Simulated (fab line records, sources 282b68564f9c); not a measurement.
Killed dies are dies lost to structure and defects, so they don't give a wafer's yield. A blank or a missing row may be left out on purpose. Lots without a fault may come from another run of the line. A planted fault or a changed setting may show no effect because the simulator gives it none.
Which tool did it? | flow rit_cmos | 16 lots, 48 wafers sampled, at 2 steps of a route of 202

WHAT THE GAUGES READ, wafer by wafer
RIT_NRETRO_OVL_MEAS_06.
lot  | measured    | on         | NRETRO_OVL (nm)
L794 | day 2 05:28 | overlay-01 | -1.0 -0.6 -1.2
L795 | day 2 10:23 | overlay-02 | -0.8 -0.6 -1.8
L797 | day 2 19:56 | overlay-02 | 2.4 1.0 0.0
L798 | day 3 01:59 | overlay-01 | 0.2 0.1 0.8
L799 | day 3 06:32 | overlay-02 | -2.3 -1.3 0.4
L801 | day 3 15:55 | overlay-02 | -0.1 -1.5 -0.1
L805 | day 4 12:22 | overlay-02 | -0.9 -1.5 -2.4
L806 | day 4 17:00 | overlay-02 | 0.7 2.0 0.8
L807 | day 4 22:48 | overlay-02 | -301.0 -300.8 -299.1
L808 | day 5 03:50 | overlay-01 | -1.8 -0.4 -0.1
L810 | day 5 13:29 | overlay-02 | -299.6 -297.9 -298.5
L811 | day 5 18:19 | overlay-02 | -299.0 -297.2 -298.7
L813 | day 6 03:41 | overlay-02 | -1.5 0.1 -0.7
L815 | day 6 13:58 | overlay-01 | -299.6 -298.5 -298.0
L816 | day 6 22:55 | overlay-02 | 0.9 0.4 -0.8
L817 | day 7 03:53 | overlay-02 | -0.4 1.2 0.0

WHICH TOOL RAN EACH LOT (tool, then ch and the chambers of the sampled wafers, then the start)
lot  | RIT_NRETRO_EXPOSE_03
L794 | iline_stepper-02 ch 0, day 2 05:02
L795 | iline_stepper-01 ch 0, day 2 09:57
L797 | iline_stepper-02 ch 0, day 2 19:32
L798 | iline_stepper-02 ch 0, day 3 01:35
L799 | iline_stepper-01 ch 0, day 3 06:07
L801 | iline_stepper-01 ch 0, day 3 15:31
L805 | iline_stepper-02 ch 0, day 4 11:48
L806 | iline_stepper-01 ch 0, day 4 16:34
L807 | iline_stepper-02 ch 0, day 4 22:23
L808 | iline_stepper-01 ch 0, day 5 03:24
L810 | iline_stepper-02 ch 0, day 5 13:04
L811 | iline_stepper-02 ch 0, day 5 17:53
L813 | iline_stepper-01 ch 0, day 6 03:15
L815 | iline_stepper-02 ch 0, day 6 13:32
L816 | iline_stepper-01 ch 0, day 6 22:30
L817 | iline_stepper-01 ch 0, day 7 03:28
- RIT_NRETRO_EXPOSE_03: exposes mask M4, target cd 43900 nm.

WHAT THE TOOLS THEMSELVES READ (means of the sampled wafers that have a number; where no wafer has one, the mark that the record gives instead)
RIT_NRETRO_EXPOSE_03.
lot  | tool             | stage_vel_mm_s (mm/s)
L794 | iline_stepper-02 | 499.64
L795 | iline_stepper-01 | 499.69
L797 | iline_stepper-02 | 499.90
L798 | iline_stepper-02 | 499.97
L799 | iline_stepper-01 | 499.91
L801 | iline_stepper-01 | 499.54
L805 | iline_stepper-02 | 500.17
L806 | iline_stepper-01 | 499.81
L807 | iline_stepper-02 | 499.72
L808 | iline_stepper-01 | 499.54
L810 | iline_stepper-02 | 499.98
L811 | iline_stepper-02 | 499.86
L813 | iline_stepper-01 | 499.89
L815 | iline_stepper-02 | 499.89
L816 | iline_stepper-01 | 499.93
L817 | iline_stepper-01 | 499.74

THE ANSWER, worked out from the rows above alone
Rule: what is usual is taken from the lots themselves. Put in order of their means at a reading, lots are off if they are a third of the lots or fewer, leave a main group of 4 or more, and stand apart from it by a gap of 3 or more times the standard deviation of the main group's means; of several such gaps the widest counts. A main group whose means are all the same, to the digits that the tables above print for the reading, isn't used. A lot without any number at a reading at which 4 lots or more have one is off too. The other lots that the step has rows for count as sound. The gauges are gone through in route order, then the tools' own readings, and for those a lot's mean is taken as printed above. The first step at which some lot is off is used, and at that step the reading that is off furthest; a lot without a number counts as furthest.
Off: L807, L810, L811, L815, at RIT_NRETRO_OVL_MEAS_06 (NRETRO_OVL). The main group: mean -0.3 nm, standard deviation 0.86.
A tool fits if, at a process step before that reading, it ran every lot that is off, and no sound lot after the first of them. The gauges at RIT_NRETRO_OVL_MEAS_06 are tried like those tools. One fits: iline_stepper-02 at RIT_NRETRO_EXPOSE_03. Its last sound lot is L805 (day 4 11:48), its first lot that is off L807 (day 4 22:23): a fault that began between those two fits.

WHAT THE SIMULATOR HAD PUT IN
Scanner matching overlay: iline_stepper-02, from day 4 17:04 on, at RIT_NRETRO_EXPOSE_03. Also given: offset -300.
Lots struck among those shown: L807, L810, L811, L815. The rule above found the same.
